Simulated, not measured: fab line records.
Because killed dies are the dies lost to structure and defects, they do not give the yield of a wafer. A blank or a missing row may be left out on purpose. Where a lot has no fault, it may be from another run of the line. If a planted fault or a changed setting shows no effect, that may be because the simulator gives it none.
Which tool was responsible? | flow berkeley-cmos170 | 7 lots, 21 wafers sampled, at 2 steps of a route of 331

## WHAT EACH GAUGE READ, for each wafer
UCB170_NWELL_OVL_MEAS_12.
lot  | measured    | on         | NWELL_OVL (nm)
L459 | day 2 09:07 | overlay-02 | -2 2 -6
L462 | day 3 05:11 | overlay-02 | 4 -1 -1
L469 | day 4 10:28 | overlay-02 | 8 4 4
L470 | day 4 11:01 | overlay-02 | - - -
L473 | day 5 12:04 | overlay-02 | -6 -7 -8
L478 | day 6 08:23 | overlay-01 | 8 4 17
L481 | day 6 21:55 | overlay-01 | -1 0 3

## WHICH TOOL RAN EACH LOT (tool, then ch and the chambers of the sampled wafers, then the start)
lot  | UCB170_NWELL_PEB_10
L459 | litho-track-02 ch 0, day 2 08:53
L462 | litho-track-01 ch 0, day 3 04:55
L469 | litho-track-04 ch 0, day 4 10:11
L470 | litho-track-04, day 4 10:46
L473 | litho-track-01 ch 0, day 5 11:49
L478 | litho-track-01 ch 0, day 6 08:08
L481 | litho-track-04 ch 0, day 6 21:40
- UCB170_NWELL_PEB_10

## THE ANSWER, worked out from the rows above alone
Rule: the lots themselves supply what counts as usual. Put in order of their means at a reading, lots are off if they are a third of the lots or fewer, leave a main group of 4 or more, and stand apart from it by a gap of 3 or more times the standard deviation of the main group's means; of several such gaps the widest counts. Not used: any main group whose means are identical at the precision the tables above print for the reading. Also off: a lot with no number at a reading for which 4 or more lots have one. Where the step has rows for the other lots, those lots are counted as sound.
Off: L470, seen at UCB170_NWELL_OVL_MEAS_12 (NWELL_OVL). Without a number there: L470. Main group: mean 1 nm, sd 5.3.
If a tool, at a process step before that reading, ran all the lots that are off and no sound lot after the first of them, it fits. Those tools and the gauges at UCB170_NWELL_OVL_MEAS_12 are tried in the same way. Not one of the candidates tried fits.

## WHAT THE SIMULATOR HAD INSERTED
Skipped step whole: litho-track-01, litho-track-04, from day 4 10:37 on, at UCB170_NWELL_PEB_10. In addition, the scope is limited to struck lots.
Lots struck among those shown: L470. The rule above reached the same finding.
